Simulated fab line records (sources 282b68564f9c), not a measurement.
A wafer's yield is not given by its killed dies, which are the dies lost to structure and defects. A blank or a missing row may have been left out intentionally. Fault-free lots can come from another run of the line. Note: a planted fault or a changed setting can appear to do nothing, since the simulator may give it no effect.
fab line records + flow rit_cmos
record:
- lots: 6
- wafers: 18
- last_day: 7
route steps=202 shown NSD@139 PSD@142
lots that met no fault: taken from a fault-free run of the same line
start_h: the number of hours between the record's first day and the start of the first shown wafer of the lot + wait_h: hours from the lot's prior step to this one + " same as the row above + L1.1+2: one row covering several wafers at once + - value missing, or start not given + * or withheld: withheld + < > ~ a bound
route shown NAME@n: NAME is a module with steps in the file, n the number in the route of the first one + usual: average and standard deviation across the fault-free wafers + same: alike in all rows + chamber/n: place in a boat + sites: readings site by site + _std_site: the standard deviation of these + _edge_site: mean of outer sites minus mean of inner sites + radius_mm: how far each site lies from the wafer's centre + mask NAME#n: copy n + behind: the most recent tool/chamber to have shaped the wafer + hold: the reason the lot was held/the length of the hold in hours/how it ended + device: the n, p or np transistor that did not switch + end of line: the tests these same wafers got at the end of their route + a step given without rows: its recipe and nothing more + killed: count of dies lost to structure and defects at first sort (not the wafer's yield) + map: dies across one wafer; x = killed, . = not, _ = none there
set.NAME: the run value of the setting; set.NAME@STEP: its run value at that earlier step + model.NAME: the simulator's own value behind a step, which no gauge read
lots at some steps of the route; a table a step, a row a wafer
services: the hour from which a tool's chamber was out of use, counted from the record's first day as start_h (under 0 if before that day), plus the number of hours and why
== steps ==
step: RIT_NSD_IMPLANT_08
recipe:
- species: P
- energy_kev: 25
- dose_cm2: 1e+15
- tilt_deg: 7
step: RIT_NSD_STRIP_09
recipe:
- chemistry: O2
- time_s: 180
- resist: NOVOLAK
- platen_temp_c: withheld
- power_w: 500
- pressure_mtorr: 4000
- o2_flow_sccm: 4000
usual:
- chamber_pressure_mTorr: 4001/3.6
- drypump_motor_current_A: 5.5/0.46
- rf_refl_power_W: 6.3/0.77
| lot.wafer | tool            | chamber | start_h | wait_h | chamber_pressure_mTorr | drypump_motor_current_A | rf_hours_counter_h | rf_refl_power_W |
|-----------|-----------------|---------|---------|--------|------------------------|-------------------------|--------------------|-----------------|
| L446.1    | plasma_asher-02 | 0       | 89.52   | 0.1    | 4004                   | 5.8                     | 42                 | 6.4             |
| L446.3    | "               | 1       | "       | "      | 3995                   | 5.0                     | -                  | 5.2             |
| L446.4    | "               | 0       | "       | "      | 3996                   | 5.9                     | -                  | 6.4             |
| L452.1    | plasma_asher-02 | 1       | 115.18  | 0.1    | 4004                   | 4.9                     | 45                 | 5.2             |
| L452.2    | "               | 0       | "       | "      | 4003                   | 5.9                     | 45                 | 6.4             |
| L452.5    | "               | 0       | "       | "      | 4001                   | 5.9                     | -                  | 6.5             |
| L455.3    | plasma_asher-02 | 0       | 127.64  | 0.1    | 3998                   | 5.9                     | -                  | 6.2             |
| L455.4    | "               | 1       | "       | "      | 4001                   | 5.0                     | -                  | 5.3             |
| L455.6    | "               | 0       | "       | "      | 4005                   | 5.9                     | -                  | 6.5             |
| L456.2    | plasma_asher-02 | 1       | 135.39  | 0.1    | 4001                   | 4.9                     | 48                 | 5.0             |
| L456.3    | "               | 1       | "       | "      | 3999                   | 4.9                     | -                  | 5.3             |
| L456.5    | "               | 1       | "       | "      | 3993                   | 4.9                     | -                  | 5.1             |
| L459.1    | plasma_asher-03 | 0       | 148.09  | 0.1    | 4002                   | 6.1                     | 36                 | 6.0             |
| L459.2    | "               | 1       | "       | "      | 3998                   | 5.1                     | 36                 | 6.9             |
| L459.4    | "               | 0       | "       | "      | 3999                   | 6.1                     | -                  | 6.0             |
| L461.2    | plasma_asher-01 | 0       | 158.75  | 0.1    | 4000                   | 5.9                     | 54                 | 6.5             |
| L461.4    | "               | 1       | "       | "      | 3997                   | 5.6                     | -                  | 7.5             |
| L461.5    | "               | 0       | "       | "      | 3995                   | 5.9                     | -                  | 6.3             |
step: RIT_NSD_TW_MEAS_10
usual:
- NSD_TW: 3093/29
| lot.wafer | tool          | chamber | start_h | wait_h | NSD_TW |
|-----------|---------------|---------|---------|--------|--------|
| L446.1    | film_metro-02 | -       | 89.70   | 0.1    | 3072   |
| L446.3    | "             | -       | "       | "      | 3063   |
| L446.4    | "             | -       | "       | "      | 3064   |
| L452.1    | film_metro-02 | -       | 115.36  | 0.1    | 3053   |
| L452.2    | "             | -       | "       | "      | 3059   |
| L452.5    | "             | -       | "       | "      | 3059   |
| L455.3    | film_metro-02 | -       | 127.77  | 0.1    | 3071   |
| L455.4    | "             | -       | "       | "      | 3062   |
| L455.6    | "             | -       | "       | "      | 3068   |
| L456.2    | film_metro-03 | -       | 135.57  | 0.1    | 3118   |
| L456.3    | "             | -       | "       | "      | 3119   |
| L456.5    | "             | -       | "       | "      | 3128   |
| L459.1    | film_metro-04 | -       | 148.27  | 0.1    | 3093   |
| L459.2    | "             | -       | "       | "      | 3095   |
| L459.4    | "             | -       | "       | "      | 3075   |
| L461.2    | film_metro-02 | -       | 158.93  | 0.1    | 3063   |
| L461.4    | "             | -       | "       | "      | 3075   |
| L461.5    | "             | -       | "       | "      | 3070   |
step: RIT_PSD_HMDS_00
recipe:
- prime_time_s: 60
- prime_temp_c: 140
step: RIT_PSD_COAT_01
recipe:
- resist: NOVOLAK
- spin_rpm: 3250
- resist_thk_nm: 1000
step: RIT_PSD_SOFTBAKE_02
recipe:
- resist: NOVOLAK
- temp_c: 90
- time_s: 60
step: RIT_PSD_EXPOSE_03
recipe:
- mask_id: M10
- na: 0.57
- target_cd_nm: 40900
- dose_mj: 250
step: RIT_PSD_PEB_04
recipe:
- resist: NOVOLAK
- temp_c: withheld
- time_s: withheld
step: RIT_PSD_DEVELOP_05
recipe:
- resist: NOVOLAK
- develop_time_s: 50
- dev_temp_c: 23
step: RIT_PSD_OVL_MEAS_06
usual:
- PSD_OVL: 0.4/1.4
| lot.wafer | tool       | chamber | start_h | wait_h | PSD_OVL[nm] |
|-----------|------------|---------|---------|--------|-------------|
| L446.1    | overlay-01 | -       | 90.64   | -      | 0.0         |
| L446.3    | "          | -       | "       | "      | 0.8         |
| L446.4    | "          | -       | "       | "      | -0.1        |
| L452.1    | overlay-02 | -       | 116.28  | -      | -2.0        |
| L452.2    | "          | -       | "       | "      | 0.7         |
| L452.5    | "          | -       | "       | "      | -0.5        |
| L455.3    | overlay-01 | -       | 128.67  | -      | 0.1         |
| L455.4    | "          | -       | "       | "      | 1.5         |
| L455.6    | "          | -       | "       | "      | -0.7        |
| L456.2    | overlay-02 | -       | 136.48  | -      | -1.3        |
| L456.3    | "          | -       | "       | "      | -0.1        |
| L456.5    | "          | -       | "       | "      | -1.0        |
| L459.1    | overlay-02 | -       | 149.30  | -      | 1.2         |
| L459.2    | "          | -       | "       | "      | 3.0         |
| L459.4    | "          | -       | "       | "      | 0.5         |
| L461.2    | overlay-02 | -       | 159.84  | -      | 2.2         |
| L461.4    | "          | -       | "       | "      | 1.2         |
| L461.5    | "          | -       | "       | "      | -0.6        |
step: RIT_PSD_HARDBAKE_07
recipe:
- resist: NOVOLAK
- temp_c: 140
- time_s: 60
step: RIT_PSD_IMPLANT_08
recipe:
- species: BF2
- energy_kev: 26.85
- dose_cm2: 5e+15
- tilt_deg: 7
step: RIT_PSD_STRIP_09
recipe:
- chemistry: O2
- time_s: 180
- resist: NOVOLAK
- platen_temp_c: withheld
- power_w: 500
- pressure_mtorr: 4000
- o2_flow_sccm: 4000
usual:
- chamber_pressure_mTorr: 4000/3.5
- drypump_motor_current_A: 5.5/0.46
- rf_refl_power_W: 6.0/0.93
| lot.wafer | tool            | chamber | start_h | wait_h | chamber_pressure_mTorr | drypump_motor_current_A | rf_hours_counter_h | rf_refl_power_W | model.NOVOLAK_of_PSD_COAT_01.thk_nm |
|-----------|-----------------|---------|---------|--------|------------------------|-------------------------|--------------------|-----------------|-------------------------------------|
| L446.1    | plasma_asher-02 | 1       | 90.97   | 0.1    | 4003                   | 4.9                     | 42                 | 5.3             | 0                                   |
| L446.3    | "               | 0       | "       | "      | 3998                   | 5.9                     | -                  | 7.2             | 0                                   |
| L446.4    | "               | 1       | "       | "      | 4005                   | 4.9                     | -                  | 5.0             | 0                                   |
| L452.1    | plasma_asher-03 | 0       | 116.71  | 0.1    | 3998                   | 6.0                     | 33                 | 5.8             | 0                                   |
| L452.2    | "               | 1       | "       | "      | 4000                   | 5.1                     | 33                 | 6.9             | 0                                   |
| L452.5    | "               | 1       | "       | "      | 3997                   | 5.0                     | -                  | 6.3             | 0                                   |
| L455.3    | plasma_asher-02 | 1       | 129.06  | 0.1    | -                      | -                       | -                  | -               | 886.1                               |
| L455.4    | "               | 0       | "       | "      | -                      | -                       | -                  | -               | 884.3                               |
| L455.6    | "               | 1       | "       | "      | -                      | -                       | -                  | -               | 886.1                               |
| L456.2    | plasma_asher-02 | 0       | 136.81  | 0.1    | -                      | -                       | -                  | -               | 887.5                               |
| L456.3    | "               | 0       | "       | "      | -                      | -                       | -                  | -               | 886.7                               |
| L456.5    | "               | 0       | "       | "      | -                      | -                       | -                  | -               | 884                                 |
| L459.1    | plasma_asher-02 | 0       | 149.64  | 0.1    | 3998                   | 5.9                     | 49                 | 7.4             | 0                                   |
| L459.2    | "               | 1       | "       | "      | 3999                   | 5.0                     | 49                 | 5.2             | 0                                   |
| L459.4    | "               | 1       | "       | "      | 3999                   | 4.9                     | -                  | 5.2             | 0                                   |
| L461.2    | plasma_asher-04 | 1       | 160.17  | 0.1    | 4001                   | 5.2                     | 4                  | 7.2             | 0                                   |
| L461.4    | "               | 0       | "       | "      | 4002                   | 5.6                     | -                  | 4.1             | 0                                   |
| L461.5    | "               | 0       | "       | "      | 4003                   | 5.6                     | -                  | 4.1             | 0                                   |
step: RIT_PSD_TW_MEAS_10
usual:
- PSD_TW: 3403/28
| lot.wafer | tool          | chamber | start_h | wait_h | PSD_TW |
|-----------|---------------|---------|---------|--------|--------|
| L446.1    | film_metro-03 | -       | 91.15   | 0.1    | 3419   |
| L446.3    | "             | -       | "       | "      | 3408   |
| L446.4    | "             | -       | "       | "      | 3426   |
| L452.1    | film_metro-03 | -       | 116.89  | 0.1    | 3403   |
| L452.2    | "             | -       | "       | "      | 3416   |
| L452.5    | "             | -       | "       | "      | 3397   |
| L455.3    | film_metro-03 | -       | 129.19  | 0.1    | 3439   |
| L455.4    | "             | -       | "       | "      | 3444   |
| L455.6    | "             | -       | "       | "      | 3431   |
| L456.2    | film_metro-02 | -       | 137.00  | 0.1    | 3357   |
| L456.3    | "             | -       | "       | "      | 3360   |
| L456.5    | "             | -       | "       | "      | 3367   |
| L459.1    | film_metro-04 | -       | 149.81  | 0.1    | 3377   |
| L459.2    | "             | -       | "       | "      | 3397   |
| L459.4    | "             | -       | "       | "      | 3376   |
| L461.2    | film_metro-04 | -       | 160.35  | 0.1    | 3397   |
| L461.4    | "             | -       | "       | "      | 3390   |
| L461.5    | "             | -       | "       | "      | 3389   |
== services ==
| tool            | chamber | start_h | hours | kind       |
|-----------------|---------|---------|-------|------------|
| plasma_asher-04 | -       | 108.75  | 9.0   | pm         |
| plasma_asher-04 | 0       | 108.75  | 9.0   | vent_cycle |
| plasma_asher-04 | 1       | 108.75  | 9.0   | vent_cycle |
| plasma_asher-04 | 0       | 117.75  | -     | clean      |
| plasma_asher-04 | 1       | 117.75  | -     | clean      |
| plasma_asher-01 | -       | 150.73  | 4.3   | repair     |
== key ==
first_sign:
- step: RIT_PSD_STRIP_09
- reading: tool_record
- direction: missing
effect none on later readings
model_effect:
- step: RIT_PSD_STRIP_09
- value: NOVOLAK_of_PSD_COAT_01.thk_nm
- without: 0
- struck: 885.8
met_at RIT_PSD_STRIP_09
struck_wafers L455.3,L455.4,L455.6,L456.2,L456.3,L456.5
later_rows_left_out L455.3,L455.4,L455.6,L456.2,L456.3,L456.5
sort_left_out L455.3,L455.4,L455.6,L456.2,L456.3,L456.5
tester_left_out L455,L456
onset_between 90.97 129.06
fault:
- kind: skipped_step_whole
- tool: plasma_asher-02
- chamber: -
- onset_h: 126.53
- steps: RIT_PSD_STRIP_09
- scope: struck_lots_only
tester_left_out: of these lots the tester's yield and bins aren't shown, on N5 and GAA mostly nor the transistor test; their killed dies are dies lost to structure and defects alone, not to doping, threshold or leakage, so they don't give the yield
sort_left_out: the simulated sort isn't trusted on such a fault, so these wafers' sort isn't shown, and their yield isn't known
later_rows_left_out: the simulator's readings of these wafers behind a module that went badly wrong aren't trusted and aren't shown, but for the sort
